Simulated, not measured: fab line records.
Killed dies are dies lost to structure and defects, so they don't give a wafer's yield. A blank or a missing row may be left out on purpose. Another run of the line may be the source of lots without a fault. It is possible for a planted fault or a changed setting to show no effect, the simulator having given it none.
Code-filled problem report in 8D (eight disciplines) form || flow ritCmos || the parts of the form that need people (team, actions taken, sign-off) are left out

== 1. THE PROBLEM ==
Wafers without a fault read 0.4000 Pa, standard deviation 0.00081; chamberPressurePa at RIT_M1_SPUTTER_00 reads a mean of 0.4323 Pa on 4 wafers belonging to 3 lots. That puts it +40 standard deviations away from the usual mean.
The step: material Al, target thk 400 nm, time 500 s.
First seen on wafer L965.3, day 5 21:38, on pvdSputter-02. Wafers with a number at this step in the record: 45, from 15 lots. The rule behind "out" and "out of limits": a value lying over 4 standard deviations away from the usual mean. The other wafers with a number count as sound.

== 2. WHAT IT IS, AND WHAT IT ISN'T ==
{"question": "which readings at this step", "is": "chamberPressurePa", "is not": "throttleValvePct"}
{"question": "which lots", "is": "L965, L967, L969", "is not": "L953, L954, L955, L956, L957, L958, L961, L962, L964, L966, L974, L976"}
{"question": "which wafers of those lots", "is": "L965.3, L967.3, L967.5, L969.6", "is not": "L965.2, L965.4, L967.2, L969.2, L969.4"}
{"question": "read on which tools", "is": "pvdSputter-02", "is not": "pvdSputter-01, pvdSputter-03"}
{"question": "when", "is": "from day 5 21:38", "is not": "up to then (29 sound wafers); but 12 sound wafers of L966, L967, L969, L974, L976 came after"}

== 3. THE SUSPECTS, EACH WITH WHAT RULES IT OUT ==
Counting: a tool at a process step up to the reading stays a suspect if it ran every lot that is out. Sound lots after the first of them don't rule it out here, since some wafers of a struck lot are sound.
- pvdSputter-02 at RIT_M1_SPUTTER_00 (material Al, target thk 400 nm, time 500 s): kept. It ran every lot that is out, first L965 (day 5 21:38); its last sound lot up to then is L962 (day 5 16:47). Its own readings are out on those wafers: chamberPressurePa.
Remaining after the count: pvdSputter-02 at RIT_M1_SPUTTER_00.

== 4. THE CAUSE (what the simulator had put in) ==
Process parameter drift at RIT_M1_SPUTTER_00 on pvdSputter-02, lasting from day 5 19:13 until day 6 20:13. From 0.4, the setting chamberPressurePa moved by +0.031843. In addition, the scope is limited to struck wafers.
Counting left only this tool.

== 5. THE EFFECT CHAIN, in route order ==
Each row: a reading whose mean over the struck wafers that have a number lies more than 3 standard deviations from the usual. Only readings for which the record gives a usual standard deviation are gone through. hours: the time from each lot's start at the first step in this table that gives one to its start at this step, as a median over the lots. sigmas: the change in usual standard deviations.
{"hours": 0, "step": "RIT_M1_SPUTTER_00", "reading": "chamberPressurePa", "usual": "0.4000 Pa", "on struck wafers": 0.4323, "change": "+0.0323", "sigmas": "+40"}
Process steps it contains:
- RIT_M1_SPUTTER_00: material Al, target thk 400 nm, time 500 s.
At these later measuring or inspecting steps, every struck wafer for which the step has a row has a number for every such reading, and none has moved that far: RIT_M1_RS_MEAS_01.

== 6. WHAT WOULD HAVE CAUGHT IT SOONER ==
First out-of-limits reading in this record: day 5 21:38, which is 2 hours after fault onset at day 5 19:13.
